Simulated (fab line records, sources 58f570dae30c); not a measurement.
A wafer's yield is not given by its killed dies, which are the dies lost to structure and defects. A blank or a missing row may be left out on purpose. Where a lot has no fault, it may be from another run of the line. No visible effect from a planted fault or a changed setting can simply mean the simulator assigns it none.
Which tool is to blame?	flow berkeley_cmos170	15 lots, 45 wafers sampled, at 6 steps of a route of 331

## WHAT EACH GAUGE READ, for each wafer
UCB170_NWELL_THK_MEAS_05.
lot	measured	on	NWELL_NITRIDE_THK (nm)
L261	day 2 11:28	film_metro-03	223.2 220.3 221.3
L263	day 2 20:37	film_metro-03	225.3 225.6 227.2
L264	day 3 06:30	film_metro-01	227.5 227.9 225.4
L265	day 3 06:31	film_metro-03	226.5 226.8 226.8
L266	day 3 20:38	film_metro-02	225.6 224.6 224.4
L268	day 3 20:37	film_metro-03	216.3 218.4 218.3
L267	day 3 20:36	film_metro-01	224.3 222.4 223.4
L269	day 4 08:27	film_metro-01	227.9 228.9 227.3
L271	day 4 19:20	film_metro-01	222.0 221.6 223.4
L272	day 4 19:20	film_metro-03	226.2 224.3 222.4
L274	day 5 04:38	film_metro-02	222.1 223.6 223.0
L278	day 5 21:04	film_metro-03	183.1 183.1 184.5
L277	day 5 21:04	film_metro-01	182.7 181.2 183.5
L279	day 6 06:11	film_metro-01	226.3 225.6 226.2
L280	day 6 10:24	film_metro-03	186.1 182.7 185.2

UCB170_NSD_CD_MEAS_06: target cd 1200 nm.
lot	measured	on	cd_nm (nm)
L261	day 8 05:11	cd_sem-02	1199.4 1201.4 1200.9
L263	day 8 21:34	cd_sem-01	1198.6 1200.1 1199.5
L264	day 8 21:34	cd_sem-02	1199.6 1199.7 1200.4
L265	day 8 21:23	cd_sem-02	1197.1 1197.9 1197.3
L266	day 9 14:57	cd_sem-01	1198.6 1199.3 1200.4
L268	day 9 14:26	cd_sem-01	1199.6 1200.1 1199.7
L267	day 9 14:39	cd_sem-02	1198.3 1198.8 1198.4
L269	day 10 05:22	cd_sem-01	1200.9 1199.8 1201.0
L271	day 10 11:44	cd_sem-02	1198.2 1197.1 1198.8
L272	day 10 12:28	cd_sem-01	1202.3 1200.9 1200.1
L274	day 11 04:15	cd_sem-01	1199.1 1198.5 1198.7
L278	day 11 08:16	cd_sem-01	1198.1 1199.2 1198.8
L277	day 11 08:00	cd_sem-02	1201.1 1199.4 1201.3
L279	day 12 11:46	cd_sem-02	1199.6 1198.4 1198.9
L280	day 12 11:33	cd_sem-02	1199.5 1200.3 1202.0

## EACH LOT AND THE TOOL THAT RAN IT (in order: tool; ch and the chambers of the sampled wafers; start)
lot	UCB170_ZERO_ETCH_06	UCB170_NWELL_CVD_04	UCB170_NWELL_ETCH_13	UCB170_PVT_STRIP_08
L261	rie_diel-04 ch 1,2,3, day 1 20:59	lpcvd-01 ch 1, day 2 09:32	rie_diel-01 ch 0,1,2, day 2 12:58	plasma_asher-01 ch 0,1, day 6 21:10
L263	rie_diel-02 ch 1,2,3, day 2 05:01	lpcvd-02 ch 1, day 2 18:41	rie_diel-04 ch 0,1,3, day 2 21:47	plasma_asher-03 ch 0,1, day 7 13:50
L264	rie_diel-04 ch 0,1,2, day 2 14:54	lpcvd-02 ch 0, day 3 04:34	rie_diel-04 ch 0,2,3, day 3 07:49	plasma_asher-02 ch 0,1, day 7 14:10
L265	rie_diel-03 ch 0,1,3, day 2 15:11	lpcvd-02 ch 0, day 3 04:34	rie_diel-03 ch 0,1,3, day 3 08:05	plasma_asher-01 ch 0,1, day 7 14:03
L266	rie_diel-02 ch 2,3, day 3 02:31	lpcvd-01 ch 0, day 3 18:40	rie_diel-01 ch 1,2, day 3 21:43	plasma_asher-02 ch 0,1, day 8 02:26
L268	rie_diel-04 ch 0,1,3, day 3 02:48	lpcvd-01 ch 0, day 3 18:40	rie_diel-03 ch 2,3, day 3 21:59	plasma_asher-03 ch 0,1, day 8 02:07
L267	rie_diel-03 ch 0,1,3, day 3 02:53	lpcvd-01 ch 0, day 3 18:40	rie_diel-04 ch 1,2,3, day 3 22:16	plasma_asher-01 ch 0,1, day 8 02:08
L269	rie_diel-04 ch 0,2,3, day 3 14:31	lpcvd-02 ch 1, day 4 06:31	rie_diel-04 ch 0,1,2, day 4 09:23	plasma_asher-03 ch 0,1, day 8 18:10
L271	rie_diel-02 ch 0,2,3, day 4 04:59	lpcvd-01 ch 0, day 4 17:24	rie_diel-04 ch 0,1,2, day 4 20:31	plasma_asher-03 ch 1, day 9 05:49
L272	rie_diel-03 ch 1,2,3, day 4 05:13	lpcvd-01 ch 0, day 4 17:24	rie_diel-03 ch 0,1, day 4 20:26	plasma_asher-02 ch 0,1, day 9 05:56
L274	rie_diel-02 ch 0,1,3, day 4 14:43	lpcvd-02 ch 0, day 5 02:42	rie_diel-01 ch 0,2, day 5 06:02	plasma_asher-02 ch 0,1, day 9 20:57
L278	rie_diel-03 ch 2,3, day 5 08:06	lpcvd-02 ch 0, day 5 19:08	rie_diel-04 ch 1,2, day 5 22:08	plasma_asher-02 ch 0,1, day 10 04:58
L277	rie_diel-02 ch 2,3, day 5 08:17	lpcvd-02 ch 1, day 5 19:08	rie_diel-03 ch 1,2, day 5 22:39	plasma_asher-02 ch 0,1, day 10 04:26
L279	rie_diel-04 ch 0,1,2, day 5 18:04	lpcvd-01 ch 0, day 6 04:13	rie_diel-03 ch 0,3, day 6 07:18	plasma_asher-03 ch 0,1, day 10 22:36
L280	rie_diel-03 ch 1,3, day 5 21:50	lpcvd-02 ch 0, day 6 08:28	rie_diel-03 ch 1,2,3, day 6 11:23	plasma_asher-01 ch 0,1, day 10 22:21
- UCB170_ZERO_ETCH_06: etches SiO2 in CHF3/CF4/Ar, time 12 s.
- UCB170_NWELL_CVD_04: deposits Si3N4 from SiH2Cl2/NH3, target thk 224 nm, time 3360 s.
- UCB170_NWELL_ETCH_13: etches Si3N4 in CH3F/Ar/O2, stops on SiO2, target depth 246.4 nm, time 154 s.
- UCB170_PVT_STRIP_08: strips in O2.

## WHAT THE TOOLS THEMSELVES READ (means of the sampled wafers that have a number; where no wafer has one, the mark that the record gives instead)
UCB170_ZERO_ETCH_06.
lot	tool	drypump_motor_current_A (A)	oes_product_au (a.u.)	throttle_valve_pct (%)
L261	rie_diel-04	6.0	0.622	9.22
L263	rie_diel-02	5.9	0.612	9.25
L264	rie_diel-04	6.3	0.620	9.22
L265	rie_diel-03	5.9	0.619	9.30
L266	rie_diel-02	6.0	0.618	9.22
L268	rie_diel-04	6.0	0.627	9.26
L267	rie_diel-03	5.9	0.619	9.30
L269	rie_diel-04	6.2	0.620	9.14
L271	rie_diel-02	5.7	0.619	9.23
L272	rie_diel-03	5.3	0.620	9.35
L274	rie_diel-02	5.6	0.613	9.26
L278	rie_diel-03	5.1	0.615	9.43
L277	rie_diel-02	6.0	0.614	9.23
L279	rie_diel-04	6.3	0.618	9.22
L280	rie_diel-03	5.4	0.623	9.27

UCB170_NWELL_CVD_04.
lot	tool	spike_tc_load_C (C)	zone_power_source_pct (%)
L261	lpcvd-01	824.7	16.9
L263	lpcvd-02	824.6	21.0
L264	lpcvd-02	823.6	19.2
L265	lpcvd-02	823.0	19.2
L266	lpcvd-01	823.6	22.1
L268	lpcvd-01	822.9	21.9
L267	lpcvd-01	822.8	22.0
L269	lpcvd-02	824.1	20.8
L271	lpcvd-01	823.1	21.8
L272	lpcvd-01	822.9	22.1
L274	lpcvd-02	822.4	19.3
L278	lpcvd-02	822.8	19.3
L277	lpcvd-02	824.4	21.1
L279	lpcvd-01	822.9	22.1
L280	lpcvd-02	821.7	19.2

UCB170_NWELL_ETCH_13.
lot	tool	drypump_motor_current_A (A)	oes_product_au (a.u.)	throttle_valve_pct (%)
L261	rie_diel-01	5.5	0.924	8.02
L263	rie_diel-04	5.9	0.953	8.06
L264	rie_diel-04	6.1	0.949	7.97
L265	rie_diel-03	5.9	0.956	8.10
L266	rie_diel-01	5.6	0.926	7.95
L268	rie_diel-03	5.1	0.925	8.21
L267	rie_diel-04	6.0	0.942	8.03
L269	rie_diel-04	6.3	0.951	8.02
L271	rie_diel-04	6.3	0.938	8.02
L272	rie_diel-03	5.8	0.948	8.09
L274	rie_diel-01	5.4	0.922	7.87
L278	rie_diel-04	6.3	0.830	7.97
L277	rie_diel-03	4.9	0.841	8.22
L279	rie_diel-03	6.3	0.945	8.12
L280	rie_diel-03	5.3	0.844	8.14

UCB170_PVT_STRIP_08.
lot	tool	drypump_motor_current_A (A)	oes_product_au (a.u.)	strip_time_to_endpoint_s (s)
L261	plasma_asher-01	6.1	0.735	21.57
L263	plasma_asher-03	5.3	0.735	21.68
L264	plasma_asher-02	5.3	0.737	21.55
L265	plasma_asher-01	6.1	0.733	21.69
L266	plasma_asher-02	5.3	0.736	21.53
L268	plasma_asher-03	5.3	0.739	21.70
L267	plasma_asher-01	6.0	0.732	21.63
L269	plasma_asher-03	5.3	0.734	21.68
L271	plasma_asher-03	4.9	0.735	21.70
L272	plasma_asher-02	5.3	0.731	21.54
L274	plasma_asher-02	5.3	0.734	21.66
L278	plasma_asher-02	5.3	0.729	21.62
L277	plasma_asher-02	5.3	0.737	21.64
L279	plasma_asher-03	5.3	0.733	21.64
L280	plasma_asher-01	6.0	0.734	21.64

## THE ANSWER, worked out from the rows above alone
Rule: what is usual is taken from the lots themselves. Put in order of their means at a reading, lots are off if they are a third of the lots or fewer, leave a main group of 4 or more, and stand apart from it by a gap of 3 or more times the standard deviation of the main group's means; of several such gaps the widest counts. The tables above print the reading to a certain number of digits; a main group whose means all agree to those digits is not used. A lot without any number at a reading at which 4 lots or more have one is off too. Where the step has rows for the other lots, those lots are counted as sound. The gauges are gone through in route order, then the tools' own readings, and for those a lot's mean is taken as printed above. The first step at which some lot is off is used, and at that step the reading that is off furthest; a lot without a number counts as furthest.
Off: at UCB170_NWELL_THK_MEAS_05 (NWELL_NITRIDE_THK), L278, L277, L280. Mean 224.2 nm and standard deviation 2.8 in the main group.
If a tool, at a process step before that reading, ran all the lots that are off and no sound lot after the first of them, it fits. Not tried: the gauges at UCB170_NWELL_THK_MEAS_05; whatever is off there is also off at UCB170_NWELL_ETCH_13, on other tools, and gauge error can't account for it. One candidate fits, namely lpcvd-02 at UCB170_NWELL_CVD_04. Its last sound lot is L274 (day 5 02:42), its first lot that is off L277 (day 5 19:08): a fault that began between those two fits.

## WHAT THE SIMULATOR PUT IN
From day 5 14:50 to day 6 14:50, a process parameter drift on lpcvd-02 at UCB170_NWELL_CVD_04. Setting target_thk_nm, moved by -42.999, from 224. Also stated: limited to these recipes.
Shown lots that were struck: L277, L278, L280. The rule above found the same.
